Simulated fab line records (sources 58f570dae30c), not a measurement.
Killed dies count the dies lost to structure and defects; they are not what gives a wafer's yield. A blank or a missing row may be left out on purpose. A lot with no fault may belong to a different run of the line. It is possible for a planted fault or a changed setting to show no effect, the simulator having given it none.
fab line records | flow berkeley_cmos170
record: lots: 6 | wafers: 18 | last_day: 13
route steps=331 shown WELLDRIVE@58 ACTIVE@60
lots with no fault: from the same line, run without faults
start_h: start of the lot's first displayed wafer, in hours after the record's first day | wait_h: hours from the lot's prior step to this one | " repeats the value in the row above | L1.1+2: one row covering several wafers at once | - no value, or no start was given | * or withheld: withheld | < > ~ a bound
route shown NAME@n: a module of which the file shows steps, and the number in the route of the first | usual: mean/standard deviation of fault-free wafers | same: alike in all rows | chamber/n: place in a boat | sites: per-site readings | _std_site: standard deviation of those values | _edge_site: outer sites' mean less inner sites' | radius_mm: for every site, how far away it sits from the centre of the wafer | mask NAME#n: copy n | behind: the last tool/chamber to shape the wafer | hold: reason for holding the lot/hours on hold/outcome of the hold | device: the n, p or np transistor that did not switch | end of line: the route-end tests of the same wafers | where a step has no rows: the recipe by itself | killed: dies that structure and defects cost at the first sort, which is not the same as the wafer's yield | map: shows each die of a wafer: x if killed, . if not, _ if none is there
set.NAME: the setting that was run; set.NAME@STEP: the one run at that earlier step | model.NAME: the simulator's own value behind a step, which no gauge read
certain route steps with their lots: each step a table, each wafer a row
services: when a tool's chamber went out of use (start_h, in hours from the record's first day, below 0 if earlier), for how many hours, and the reason
== steps ==
step: UCB170_WELLDRIVE_ANNEAL_03
recipe: temp_c: 1100 | time_s: 900 | ambient: N2
step: UCB170_WELLDRIVE_WET_ETCH_04
recipe: chemistry: BOE | dilution: 5:1 | target: SiO2 | temp_c: 25 | time_s: 120
step: UCB170_ACTIVE_CLEAN_00
recipe: chemistry: SPM | temp_c: 120 | time_s: 600
step: UCB170_ACTIVE_CLEAN_01
recipe: chemistry: dHF | dilution: 25:1 | time_s: 60
step: UCB170_ACTIVE_OXIDATION_02
recipe: temp_c: 1000 | ambient: O2 | target_thk_a: 264 | ox_time_s: 1260
step: UCB170_ACTIVE_THK_MEAS_03
recipe: reads: SiO2_of_ACTIVE_OXIDATION_02
usual: ACTIVE_OXIDE_THK: 26.3/0.45
lot.wafer | tool          | chamber | start_h | wait_h | ACTIVE_OXIDE_THK[nm]
L501.4    | film_metro-03 | -       | 90.62   | 0.0    | 27.0
L501.5    | "             | -       | "       | "      | 26.9
L501.6    | "             | -       | "       | "      | 26.7
L505.1    | film_metro-02 | -       | 101.83  | 0.0    | 26.1
L505.3    | "             | -       | "       | "      | 25.9
L505.6    | "             | -       | "       | "      | 26.1
L507.1    | film_metro-01 | -       | 114.26  | 0.0    | 25.9
L507.2    | "             | -       | "       | "      | 25.4
L507.5    | "             | -       | "       | "      | 25.9
L513.2    | film_metro-03 | -       | 140.76  | 0.0    | 26.5
L513.4    | "             | -       | "       | "      | 26.3
L513.5    | "             | -       | "       | "      | 26.2
L516.1    | film_metro-01 | -       | 158.16  | 0.0    | 25.7
L516.2    | "             | -       | "       | "      | 25.8
L516.4    | "             | -       | "       | "      | 26.2
L522.1    | film_metro-02 | -       | 205.36  | 0.1    | 26.9
L522.5    | "             | -       | "       | "      | 26.1
L522.6    | "             | -       | "       | "      | 26.8
step: UCB170_ACTIVE_ANNEAL_04
recipe: temp_c: 1000 | time_s: 900 | ambient: N2
step: UCB170_ACTIVE_CVD_05
recipe: material: Si3N4 | target_thk_nm: 220 | temp_c: 800 | precursor: SiH2Cl2/NH3 | time_s: 3300 | pressure_mtorr: 200 | sih2cl2_flow_sccm: 25 | nh3_flow_sccm: 75
step: UCB170_ACTIVE_THK_MEAS_06
recipe: reads: Si3N4_of_ACTIVE_CVD_05
usual: ACTIVE_NITRIDE_THK: 219.8/2.1
lot.wafer | tool          | chamber | start_h | wait_h | ACTIVE_NITRIDE_THK[nm]
L501.4    | film_metro-03 | -       | 97.44   | 0.0    | 220.3
L501.5    | "             | -       | "       | "      | 220.1
L501.6    | "             | -       | "       | "      | 219.2
L505.1    | film_metro-02 | -       | 111.37  | 0.0    | 216.4
L505.3    | "             | -       | "       | "      | 217.8
L505.6    | "             | -       | "       | "      | 216.7
L507.1    | film_metro-01 | -       | 121.70  | 0.0    | 215.3
L507.2    | "             | -       | "       | "      | 214.3
L507.5    | "             | -       | "       | "      | 215.1
L513.2    | film_metro-01 | -       | 150.30  | 0.0    | 218.1
L513.4    | "             | -       | "       | "      | 218.7
L513.5    | "             | -       | "       | "      | 218.9
L516.1    | film_metro-02 | -       | 165.83  | 0.0    | 219.6
L516.2    | "             | -       | "       | "      | 220.3
L516.4    | "             | -       | "       | "      | 219.8
L522.1    | film_metro-01 | -       | 213.11  | 0.1    | 217.9
L522.5    | "             | -       | "       | "      | 219.4
L522.6    | "             | -       | "       | "      | 219.3
step: UCB170_ACTIVE_HMDS_07
recipe: prime_time_s: 60 | prime_temp_c: 100
step: UCB170_ACTIVE_COAT_08
recipe: resist: KrF | spin_rpm: 1500 | resist_thk_nm: 900
step: UCB170_ACTIVE_SOFTBAKE_09
recipe: resist: KrF | temp_c: 130 | time_s: 60
step: UCB170_ACTIVE_EXPOSE_10
recipe: mask_id: ACTIVE | target_cd_nm: 1200 | na: 0.5 | sigma_outer: 0.6 | source_shape: conventional | dose_mj: 20
usual: exposure_dose_mJ_cm2: 19.981/0.019 | focus_offset_nm: 0.0/0.53 | na: 0.5/0 | reticle_temp_C: 23.03/0.1
lot.wafer | tool           | chamber | start_h | wait_h | mask     | exposure_dose_mJ_cm2 | focus_offset_nm | na  | reticle_temp_C
L501.4    | krf_scanner-02 | -       | 98.93   | 0.1    | ACTIVE#0 | -                    | -               | -   | -
L501.5    | "              | -       | "       | "      | ACTIVE#0 | -                    | -               | -   | -
L501.6    | "              | -       | "       | "      | ACTIVE#0 | -                    | -               | -   | -
L505.1    | krf_scanner-01 | -       | 112.34  | 0.2    | ACTIVE#0 | -                    | -               | -   | -
L505.3    | "              | -       | "       | "      | ACTIVE#0 | -                    | -               | -   | -
L505.6    | "              | -       | "       | "      | ACTIVE#0 | -                    | -               | -   | -
L507.1    | krf_scanner-01 | 0       | 122.69  | 0.2    | ACTIVE#0 | 20.003               | 0.2             | 0.5 | 23.23
L507.2    | "              | 0       | "       | "      | ACTIVE#0 | 19.954               | 0.2             | 0.5 | 23.13
L507.5    | "              | 0       | "       | "      | ACTIVE#0 | 19.980               | 0.2             | 0.5 | 23.07
L513.2    | krf_scanner-02 | 0       | 151.18  | 0.3    | ACTIVE#0 | 19.936               | -0.3            | 0.5 | 23.05
L513.4    | "              | 0       | "       | "      | ACTIVE#0 | 19.960               | 0.3             | 0.5 | 23.06
L513.5    | "              | 0       | "       | "      | ACTIVE#0 | 20.000               | 0.0             | 0.5 | 23.05
L516.1    | krf_scanner-01 | 0       | 166.34  | 0.1    | ACTIVE#0 | 19.998               | -0.1            | 0.5 | 22.86
L516.2    | "              | 0       | "       | "      | ACTIVE#0 | 19.972               | -0.2            | 0.5 | 22.90
L516.4    | "              | 0       | "       | "      | ACTIVE#0 | 19.971               | -0.1            | 0.5 | 22.73
L522.1    | krf_scanner-02 | 0       | 214.14  | 0.2    | ACTIVE#0 | 19.994               | 0.5             | 0.5 | 22.96
L522.5    | "              | 0       | "       | "      | ACTIVE#0 | 19.991               | -0.6            | 0.5 | 22.90
L522.6    | "              | 0       | "       | "      | ACTIVE#0 | 19.993               | -0.2            | 0.5 | 22.92
step: UCB170_ACTIVE_PEB_11
recipe: peb_temp_c: 130 | peb_time_s: withheld | resist: KrF
== services ==
tool           | chamber | start_h | hours | kind
krf_scanner-02 | -       | 75.32   | 0.8   | pm
krf_scanner-02 | 0       | 76.50   | -     | calibration
krf_scanner-02 | -       | 122.84  | 1.3   | pm
krf_scanner-01 | -       | 129.65  | 0.8   | pm
krf_scanner-01 | -       | 147.38  | 11.6  | pm
krf_scanner-02 | -       | 148.66  | 0.3   | repair
krf_scanner-01 | -       | 158.93  | 1.3   | pm
krf_scanner-02 | -       | 179.03  | 1.0   | pm
krf_scanner-01 | -       | 191.35  | 1.0   | pm
== key ==
first_sign: step: UCB170_ACTIVE_EXPOSE_10 | reading: tool_record | direction: missing
effect none on later readings
met_at UCB170_ACTIVE_EXPOSE_10
struck_wafers L501.4,L501.5,L501.6,L505.1,L505.3,L505.6
later_rows_left_out L501.4,L501.5,L501.6,L505.1,L505.3,L505.6
sort_left_out L501.4,L501.5,L501.6,L505.1,L505.3,L505.6
tester_left_out L501,L505
fault: kind: skipped_step_whole | tool: krf_scanner-01,krf_scanner-02 | chamber: - | onset_h: 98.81 | steps: UCB170_ACTIVE_EXPOSE_10 | scope: struck_lots_only
tester_left_out: of these lots the tester's yield and bins aren't shown, on N5 and GAA mostly nor the transistor test; their killed dies are dies lost to structure and defects alone, not to doping, threshold or leakage, so they don't give the yield
sort_left_out: the simulated sort isn't trusted on such a fault, so these wafers' sort isn't shown, and their yield isn't known
later_rows_left_out: the simulator's readings of these wafers behind a module that went badly wrong aren't trusted and aren't shown, but for the sort
